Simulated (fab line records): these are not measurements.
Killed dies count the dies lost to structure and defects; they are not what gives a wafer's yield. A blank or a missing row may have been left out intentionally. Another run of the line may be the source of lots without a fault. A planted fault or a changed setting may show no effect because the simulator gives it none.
Which tool did it? ; flow berkeley cmos170 ; 42 wafers from 14 lots sampled at 5 of the route's 331 steps

## WHAT THE GAUGES SHOWED, per wafer
UCB170_NVT_OVL_MEAS_06. Usual: NVT_OVL 0 nm, standard deviation 5.3.
lot;measured;on;NVT_OVL (nm);flag
L909;day 5 05:04;overlay-02;-15 -10 -9;
L911;day 6 09:09;overlay-01;-7 1 -1;
L913;day 6 09:38;overlay-02;3 -6 -1;
L914;day 6 20:37;overlay-02;3 5 3;
L917;day 7 08:40;overlay-01;-6 -2 -7;
L921;day 8 02:38;overlay-01;-1 -3 -8;
L922;day 8 02:50;overlay-01;5 4 4;
L924;day 8 18:17;overlay-02;0 0 4;
L925;day 8 18:49;overlay-01;-2 -4 7;
L926;day 9 04:33;overlay-02;1 0 5;
L929;day 9 18:14;overlay-02;-2 1 -5;
L928;day 9 18:25;overlay-01;9 0 6;
L931;day 10 14:10;overlay-01;14 11 8;
L932;day 10 14:44;overlay-02;1 -5 -1;

UCB170_PVT_OVL_MEAS_06. Usual: PVT_OVL 4 nm, standard deviation 4.9.
lot;measured;on;PVT_OVL (nm);flag
L909;day 5 07:13;overlay-02;6 3 -3;
L911;day 6 10:38;overlay-02;3 -4 -1;
L913;day 6 11:11;overlay-02;6 7 5;
L914;day 6 22:01;overlay-01;6 6 7;
L917;day 7 10:44;overlay-01;6 -10 3;
L921;day 8 04:55;overlay-01;-1 -2 2;
L922;day 8 05:11;overlay-01;3 7 8;
L924;day 8 19:55;overlay-02;-2 9 6;
L925;day 8 20:20;overlay-01;3 3 11;
L926;day 9 10:33;overlay-01;3 -2 7;
L929;day 9 20:01;overlay-02;4 -3 1;
L928;day 9 20:18;overlay-01;8 4 4;
L931;day 10 16:22;overlay-01;6 3 2;
L932;day 10 17:04;overlay-02;0 5 8;

UCB170_GATE_CD_MEAS_90 targets a cd of 350 nm. Usual: cd nm reads 349.2 nm (standard deviation 1.7).
lot;measured;on;cd nm (nm);flag
L909;day 6 04:36;cd sem-02;347.2 346.8 349.4;
L911;day 7 02:48;cd sem-02;349.2 349.6 347.7;
L913;day 7 02:45;cd sem-01;349.8 351.2 349.9;
L914;day 7 06:01;cd sem-01;348.7 349.6 348.6;
L917;day 8 00:39;cd sem-01;347.6 347.2 348.5;
L921;day 8 16:55;cd sem-01;350.9 350.8 351.7;
L922;day 8 17:26;cd sem-02;348.8 350.1 350.1;
L924;day 9 07:58;cd sem-02;348.1 347.1 347.9;
L925;day 9 07:41;cd sem-01;347.1 347.6 347.6;
L926;day 9 18:31;cd sem-01;351.9 353.9 352.7;
L929;day 10 06:11;cd sem-02;346.5 347.4 347.4;
L928;day 10 05:52;cd sem-01;349.6 349.2 349.8;
L931;day 11 05:37;cd sem-02;350.4 348.6 349.3;
L932;day 11 05:33;cd sem-01;348.4 347.4 349.6;

## WHAT TOOL EACH LOT RAN ON (gives the tool, then ch and the chambers of the sampled wafers, and finally the start)
lot;UCB170_PVT_COAT_01;UCB170_PVT_STRIP_08
L909;litho track-03 ch 0, day 5 06:13;plasma asher-04 ch 0,1, day 5 07:23
L911;litho track-02 ch 0, day 6 09:49;plasma asher-02 ch 0,1, day 6 10:49
L913;litho track-02 ch 0, day 6 10:22;plasma asher-02 ch 0,1, day 6 11:22
L914;litho track-03 ch 0, day 6 21:22;plasma asher-04 ch 0,1, day 6 22:13
L917;litho track-01 ch 0, day 7 09:55;plasma asher-03 ch 0,1, day 7 10:55
L921;litho track-03 ch 0, day 8 03:37;plasma asher-04 ch 0,1, day 8 05:06
L922;litho track-03 ch 0, day 8 04:04;plasma asher-02 ch 0, day 8 05:22
L924;litho track-02 ch 0, day 8 19:00;plasma asher-04 ch 0,1, day 8 20:08
L925;litho track-01 ch 0, day 8 19:29;plasma asher-03 ch 0,1, day 8 20:31
L926;litho track-02 ch 0, day 9 09:07;plasma asher-03 ch 0,1, day 9 10:45
L929;litho track-01 ch 0, day 9 19:00;plasma asher-03 ch 0,1, day 9 20:13
L928;litho track-01 ch 0, day 9 19:27;plasma asher-04 ch 0,1, day 9 20:29
L931;litho track-01 ch 0, day 10 14:55;plasma asher-02 ch 0,1, day 10 16:32
L932;litho track-02 ch 0, day 10 15:49;plasma asher-03 ch 0,1, day 10 17:14
- UCB170_PVT_COAT_01: resist thk 900 nm.
- UCB170_PVT_STRIP_08: strips in O2.

## AS READ BY THE TOOLS THEMSELVES (means over the sampled wafers that have a number; for cases with no such wafer, the mark the record gives instead)
UCB170_PVT_COAT_01. Usual: exhaust pa 44.9 Pa, standard deviation 0.94; resist line temp C 22.98 C, standard deviation 0.11; spin speed rpm 1500.0 rpm, standard deviation 1.1.
lot;tool;exhaust pa (Pa);resist line temp C (C);spin speed rpm (rpm);flag
L909;litho track-03;44.9;23.03;1499.6;
L911;litho track-02;45.2;22.98;1500.4;
L913;litho track-02;45.3;23.04;1500.2;
L914;litho track-03;43.4;23.03;1500.9;
L917;litho track-01;45.2;23.00;1499.7;
L921;litho track-03;46.7;22.90;1451.3;OFF
L922;litho track-03;44.6;22.97;1449.8;OFF
L924;litho track-02;44.6;22.98;1498.7;
L925;litho track-01;44.5;22.93;1500.6;
L926;litho track-02;45.1;23.01;1499.7;
L929;litho track-01;44.9;22.76;1500.1;
L928;litho track-01;43.9;23.06;1499.1;
L931;litho track-01;44.6;22.81;1498.9;
L932;litho track-02;45.3;23.06;1500.0;

UCB170_PVT_STRIP_08. Usual: drypump motor current A 5.89 A, standard deviation 0.26; oes product au 0.734 a.u., standard deviation 0.0052; strip time to endpoint s 21.68 s, standard deviation 0.065.
lot;tool;drypump motor current A (A);oes product au (a.u.);strip time to endpoint s (s);flag
L909;plasma asher-04;6.04;0.736;21.68;
L911;plasma asher-02;5.67;0.734;21.68;
L913;plasma asher-02;5.68;0.730;21.77;
L914;plasma asher-04;6.24;0.734;21.77;
L917;plasma asher-03;5.82;0.735;21.63;
L921;plasma asher-04;6.04;0.733;22.06;OFF
L922;plasma asher-02;5.56;0.730;22.05;OFF
L924;plasma asher-04;6.02;0.737;21.67;
L925;plasma asher-03;5.84;0.732;21.65;
L926;plasma asher-03;5.83;0.733;21.64;
L929;plasma asher-03;5.82;0.735;21.74;
L928;plasma asher-04;6.27;0.732;21.55;
L931;plasma asher-02;5.80;0.729;21.70;
L932;plasma asher-03;5.87;0.732;21.62;

## THE ANSWER, worked out from the rows above alone
Rule: a lot is off if the mean of its wafers that have a number lies more than 3 standard deviations from the usual mean. Also off: a lot with no number at a reading for which 4 or more lots have one. The other lots that the step has rows for count as sound. First the gauges in route order, then the tools' own readings, where a lot's mean is used as printed above. At the first step where some lot is off, the reading lying furthest off is the one used; lots without a number count as furthest.
Off at UCB170_PVT_COAT_01 (spin speed rpm): L921, L922.
A tool fits if, at that step or a process step before it, it ran every lot that is off, and no sound lot after the first of them. One fits: UCB170_PVT_COAT_01 on litho track-03. Its last sound lot is L914 (day 6 21:22), its first lot that is off L921 (day 8 03:37): a fault that began between those two fits.
On the lots that are off, the tool's own readings at UCB170_PVT_COAT_01 differ by more than 5 times the standard deviation of the sound lots' means, which bears it out; spin speed rpm reads 1450.5 rpm there versus 1499.8 rpm on the sound lots.

## WHAT HAD BEEN PUT IN BY THE SIMULATOR
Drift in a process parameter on litho track-03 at UCB170_PVT_COAT_01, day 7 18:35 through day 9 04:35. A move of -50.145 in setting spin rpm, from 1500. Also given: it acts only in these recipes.
Shown lots that were struck: L921, L922. Same finding as the rule above.
